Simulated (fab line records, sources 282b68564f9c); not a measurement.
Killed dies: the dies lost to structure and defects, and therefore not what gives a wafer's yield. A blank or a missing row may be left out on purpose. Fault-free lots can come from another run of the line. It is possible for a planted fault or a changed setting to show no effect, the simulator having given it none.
Split-lot experiment || flow rit-cmos || 23 wafers read across 5 lots, on a route 202 steps long

## SPLIT DETAILS
At RIT_M1_SPUTTER_00 (material Al, target thk 400 nm, time 500 s), the setting power-w was moved away from the recipe's 2000 W on 4 of the 23 wafers read, by -9.0% to +5.0%. The other wafers ran this setting at the recipe's value.

## FROM THE SPLIT TO THE READING: what the file shows between them, 1 step
- RIT_M1_RS_MEAS_01: measures by four-point-probe

## THE READING
M1_AL_THK, in nm, at RIT_M1_THK_MEAS_02 (measures by xrf). Fault-free wafers of this fab line usually give 408 nm, standard deviation 4.5 nm.

{"wafer": "L077.1", "tool, chamber at the split": "pvd-sputter-01, -", "power-w as run, W": 1820, "against the recipe": "-9.0%", "M1_AL_THK, nm": 379, "against lot-mates on the recipe": -29}
{"wafer": "L077.2", "tool, chamber at the split": "pvd-sputter-01, -", "power-w as run, W": 2000, "against the recipe": "recipe", "M1_AL_THK, nm": 409, "against lot-mates on the recipe": "-"}
{"wafer": "L077.4", "tool, chamber at the split": "pvd-sputter-01, -", "power-w as run, W": 1820, "against the recipe": "-9.0%", "M1_AL_THK, nm": 371, "against lot-mates on the recipe": -37}
{"wafer": "L077.5", "tool, chamber at the split": "pvd-sputter-01, -", "power-w as run, W": 2000, "against the recipe": "recipe", "M1_AL_THK, nm": 405, "against lot-mates on the recipe": "-"}
{"wafer": "L077.6", "tool, chamber at the split": "pvd-sputter-01, -", "power-w as run, W": 2000, "against the recipe": "recipe", "M1_AL_THK, nm": 411, "against lot-mates on the recipe": "-"}
{"wafer": "L079.2", "tool, chamber at the split": "pvd-sputter-01, -", "power-w as run, W": 2100, "against the recipe": "+5.0%", "M1_AL_THK, nm": 425, "against lot-mates on the recipe": "+17"}
{"wafer": "L079.3", "tool, chamber at the split": "pvd-sputter-01, -", "power-w as run, W": 2000, "against the recipe": "recipe", "M1_AL_THK, nm": 411, "against lot-mates on the recipe": "-"}
{"wafer": "L079.4", "tool, chamber at the split": "pvd-sputter-01, -", "power-w as run, W": 2000, "against the recipe": "recipe", "M1_AL_THK, nm": 408, "against lot-mates on the recipe": "-"}
{"wafer": "L079.5", "tool, chamber at the split": "pvd-sputter-01, -", "power-w as run, W": 2000, "against the recipe": "recipe", "M1_AL_THK, nm": 405, "against lot-mates on the recipe": "-"}
{"wafer": "L079.6", "tool, chamber at the split": "pvd-sputter-01, -", "power-w as run, W": 2100, "against the recipe": "+5.0%", "M1_AL_THK, nm": 428, "against lot-mates on the recipe": "+20"}
{"wafer": "L080.1", "tool, chamber at the split": "pvd-sputter-04, -", "power-w as run, W": 2000, "against the recipe": "recipe", "M1_AL_THK, nm": 408, "against lot-mates on the recipe": "-"}
{"wafer": "L080.4", "tool, chamber at the split": "pvd-sputter-04, -", "power-w as run, W": 2000, "against the recipe": "recipe", "M1_AL_THK, nm": 410, "against lot-mates on the recipe": "-"}
{"wafer": "L080.5", "tool, chamber at the split": "pvd-sputter-04, -", "power-w as run, W": 2000, "against the recipe": "recipe", "M1_AL_THK, nm": 414, "against lot-mates on the recipe": "-"}
{"wafer": "L083.1", "tool, chamber at the split": "pvd-sputter-04, -", "power-w as run, W": 2000, "against the recipe": "recipe", "M1_AL_THK, nm": 408, "against lot-mates on the recipe": "-"}
{"wafer": "L083.2", "tool, chamber at the split": "pvd-sputter-04, -", "power-w as run, W": 2000, "against the recipe": "recipe", "M1_AL_THK, nm": 413, "against lot-mates on the recipe": "-"}
{"wafer": "L083.3", "tool, chamber at the split": "pvd-sputter-04, -", "power-w as run, W": 2000, "against the recipe": "recipe", "M1_AL_THK, nm": 407, "against lot-mates on the recipe": "-"}
{"wafer": "L083.4", "tool, chamber at the split": "pvd-sputter-04, -", "power-w as run, W": 2000, "against the recipe": "recipe", "M1_AL_THK, nm": 415, "against lot-mates on the recipe": "-"}
{"wafer": "L083.6", "tool, chamber at the split": "pvd-sputter-04, -", "power-w as run, W": 2000, "against the recipe": "recipe", "M1_AL_THK, nm": 408, "against lot-mates on the recipe": "-"}
{"wafer": "L081.2", "tool, chamber at the split": "pvd-sputter-01, -", "power-w as run, W": 2000, "against the recipe": "recipe", "M1_AL_THK, nm": 399, "against lot-mates on the recipe": "-"}
{"wafer": "L081.3", "tool, chamber at the split": "pvd-sputter-01, -", "power-w as run, W": 2000, "against the recipe": "recipe", "M1_AL_THK, nm": 401, "against lot-mates on the recipe": "-"}
{"wafer": "L081.4", "tool, chamber at the split": "pvd-sputter-01, -", "power-w as run, W": 2000, "against the recipe": "recipe", "M1_AL_THK, nm": 404, "against lot-mates on the recipe": "-"}
{"wafer": "L081.5", "tool, chamber at the split": "pvd-sputter-01, -", "power-w as run, W": 2000, "against the recipe": "recipe", "M1_AL_THK, nm": 396, "against lot-mates on the recipe": "-"}
{"wafer": "L081.6", "tool, chamber at the split": "pvd-sputter-01, -", "power-w as run, W": 2000, "against the recipe": "recipe", "M1_AL_THK, nm": 405, "against lot-mates on the recipe": "-"}

THE FIT
A straight line over all 23 wafers: M1_AL_THK changes by +3.65 nm for each +1% of power-w; r = +0.92; the points scatter about the line by 4.8 nm.
The same after taking each lot's own level away (the mean of its wafers on the recipe; 23 wafers): +3.7 nm for each +1%; r = +0.97; scatter 3.1 nm.
According to that fit, moving power-w by its largest amount changes the reading by 33 nm.
The lots' own levels span 401.0 to 410.7 nm, that is 2.1 times the standard deviation above.
The two slopes are in agreement: the lot-to-lot level therefore moves the slope only a little.
Check: for one of the wafers moved furthest among these (-9.0%), held out of the fit, the line's prediction against its lot-mates is -36 nm. It came out at -29.3 nm against them.

## FURTHER SPLITS ON THESE WAFERS
Note: prior to the reading, these wafers also went through further splits. Each is held against what the fit with the lots' levels taken away leaves over:
{"other split on the same wafers": "RIT_GATE_DEVELOP_15 develop-time-s", "wafers away from the commonest value": 5, "r with M1_AL_THK (lot level and that fit taken away)": "+0.23"}
{"other split on the same wafers": "RIT_NLDD_IMPLANT_08 dose-cm2", "wafers away from the commonest value": 8, "r with M1_AL_THK (lot level and that fit taken away)": -0.29}
{"other split on the same wafers": "RIT_PLDD_IMPLANT_08 dose-cm2", "wafers away from the commonest value": 7, "r with M1_AL_THK (lot level and that fit taken away)": "+0.00"}
{"other split on the same wafers": "RIT_PSD_IMPLANT_08 energy-kev", "wafers away from the commonest value": 5, "r with M1_AL_THK (lot level and that fit taken away)": -0.13}
{"other split on the same wafers": "RIT_SDANNEAL_CLEAN_00 temp-c", "wafers away from the commonest value": 18, "r with M1_AL_THK (lot level and that fit taken away)": "+0.00"}
{"other split on the same wafers": "RIT_SILICIDE_SPUTTER_01 time-s", "wafers away from the commonest value": 8, "r with M1_AL_THK (lot level and that fit taken away)": "+0.17"}

## THE WHOLE CHAIN: every reading that the file lists as answering this split, in the file's order
{"step": "RIT_M1_SPUTTER_00", "what it does": "material Al, target thk 400 nm, time 500 s", "reading": "Al_of_M1_SPUTTER_00.thk-nm (the simulator's own value, which no gauge read)", "change (the file's fit)": "+3.74 nm for each +1% of the setting", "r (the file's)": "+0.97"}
{"step": "RIT_M1_RS_MEAS_01", "what it does": "measures by four-point-probe", "reading": "M1_AL_RS", "change (the file's fit)": "-0.000734 for each +1% of the setting", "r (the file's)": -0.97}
{"step": "RIT_M1_THK_MEAS_02", "what it does": "measures by xrf", "reading": "M1_AL_THK", "change (the file's fit)": "+3.68 for each +1% of the setting", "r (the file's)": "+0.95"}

## FILE'S OWN FIT
M1_AL_THK changes by +3.68 nm for each +1% of power-w, r = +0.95.
